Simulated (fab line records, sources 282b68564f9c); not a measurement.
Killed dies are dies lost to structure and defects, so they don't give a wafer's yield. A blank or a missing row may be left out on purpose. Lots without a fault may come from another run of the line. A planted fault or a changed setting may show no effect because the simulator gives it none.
Which tool did it? | flow rit_cmos | 14 lots, 42 wafers sampled, at 2 steps of a route of 202

WHAT THE GAUGES READ, wafer by wafer
RIT_ACTIVE_CD_MEAS_90: target cd 1400 nm. Usual: cd_nm 1400.6 nm, standard deviation 1.9.
lot  | measured    | on        | cd_nm (nm)           | flag
L992 | day 1 15:11 | cd_sem-01 | 1399.9 1401.2 1402.2 |
L993 | day 1 20:01 | cd_sem-01 | 1400.4 1399.0 1399.1 |
L994 | day 2 01:02 | cd_sem-02 | 1400.6 1401.8 1402.4 |
L996 | day 2 15:04 | cd_sem-01 | 1398.4 1398.7 1398.2 |
L997 | day 2 17:53 | cd_sem-02 | 1401.6 1401.3 1400.6 |
L998 | day 2 22:17 | cd_sem-02 | 1401.4 1403.1 1401.1 |
L100 | day 3 07:12 | cd_sem-02 | 1402.7 1401.3 1401.9 |
L101 | day 3 12:49 | cd_sem-01 | 1399.2 1400.4 1398.1 |
L102 | day 3 17:15 | cd_sem-02 | 1399.6 1399.6 1396.5 |
L103 | day 3 22:56 | cd_sem-01 | 1399.9 1399.9 1400.7 |
L107 | day 4 18:07 | cd_sem-01 | 1401.5 1400.1 1400.6 |
L108 | day 4 23:16 | cd_sem-01 | 1398.4 1398.1 1398.0 |
L114 | day 6 05:08 | cd_sem-02 | 1402.4 1405.2 1403.1 |
L115 | day 6 10:01 | cd_sem-02 | 1400.2 1397.6 1400.1 |

WHICH TOOL RAN EACH LOT (tool, then ch and the chambers of the sampled wafers, then the start)
lot  | RIT_ACTIVE_STRIP_14
L992 | plasma_asher-04 ch 0,1, day 1 15:02
L993 | plasma_asher-01 ch 0,1, day 1 19:50
L994 | plasma_asher-01 ch 0,1, day 2 00:50
L996 | plasma_asher-01 ch 0,1, day 2 14:52
L997 | plasma_asher-03 ch 0,1, day 2 17:42
L998 | plasma_asher-01 ch 0,1, day 2 22:07
L100 | plasma_asher-01 ch 0,1, day 3 07:02
L101 | plasma_asher-01 ch 0, day 3 12:37
L102 | plasma_asher-04 ch 0,1, day 3 17:05
L103 | plasma_asher-03 ch 0, day 3 22:44
L107 | plasma_asher-04 ch 0,1, day 4 17:55
L108 | plasma_asher-01 ch 0,1, day 4 23:04
L114 | plasma_asher-01 ch 0,1, day 6 04:58
L115 | plasma_asher-04 ch 0,1, day 6 09:50
- RIT_ACTIVE_STRIP_14: strips in O2, time 180 s.

WHAT THE TOOLS THEMSELVES READ (means of the sampled wafers that have a number; where no wafer has one, the mark that the record gives instead)
RIT_ACTIVE_STRIP_14. Usual: chamber_pressure_mTorr 4000 mTorr, standard deviation 3.8; drypump_motor_current_A 5.8 A, standard deviation 0.57; o2_flow_sccm 3999 sccm, standard deviation 12.
lot  | tool            | chamber_pressure_mTorr (mTorr) | drypump_motor_current_A (A) | o2_flow_sccm (sccm) | flag
L992 | plasma_asher-04 | 3999                           | 5.6                         | 4004                |
L993 | plasma_asher-01 | 4002                           | 6.4                         | 3990                |
L994 | plasma_asher-01 | 3999                           | 6.2                         | 3982                |
L996 | plasma_asher-01 | 4002                           | 6.2                         | 3991                |
L997 | plasma_asher-03 | 3998                           | 5.3                         | 4006                |
L998 | plasma_asher-01 | 4001                           | 6.2                         | 4001                |
L100 | plasma_asher-01 | 3999                           | 6.4                         | 4005                |
L101 | plasma_asher-01 | 3999                           | 6.6                         | 3995                |
L102 | plasma_asher-04 | 3998                           | 5.4                         | 3992                |
L103 | plasma_asher-03 | 3997                           | 4.9                         | 3998                |
L107 | plasma_asher-04 | -                              | -                           | -                   | OFF
L108 | plasma_asher-01 | -                              | -                           | -                   | OFF
L114 | plasma_asher-01 | 4001                           | 6.4                         | 4000                |
L115 | plasma_asher-04 | 4001                           | 5.4                         | 4010                |

THE ANSWER, worked out from the rows above alone
Rule: a lot is off if the mean of its wafers that have a number lies more than 3 standard deviations from the usual mean. A lot without any number at a reading at which 4 lots or more have one is off too. The other lots that the step has rows for count as sound. The gauges are gone through in route order, then the tools' own readings, and for those a lot's mean is taken as printed above. The first step at which some lot is off is used, and at that step the reading that is off furthest; a lot without a number counts as furthest.
Off: L107, L108, at RIT_ACTIVE_STRIP_14 (chamber_pressure_mTorr). Without a number there: L107, L108.
A tool fits if, at that step or a process step before it, it ran every lot that is off, and no sound lot after the first of them. None of those tried fits.

WHAT THE SIMULATOR HAD PUT IN
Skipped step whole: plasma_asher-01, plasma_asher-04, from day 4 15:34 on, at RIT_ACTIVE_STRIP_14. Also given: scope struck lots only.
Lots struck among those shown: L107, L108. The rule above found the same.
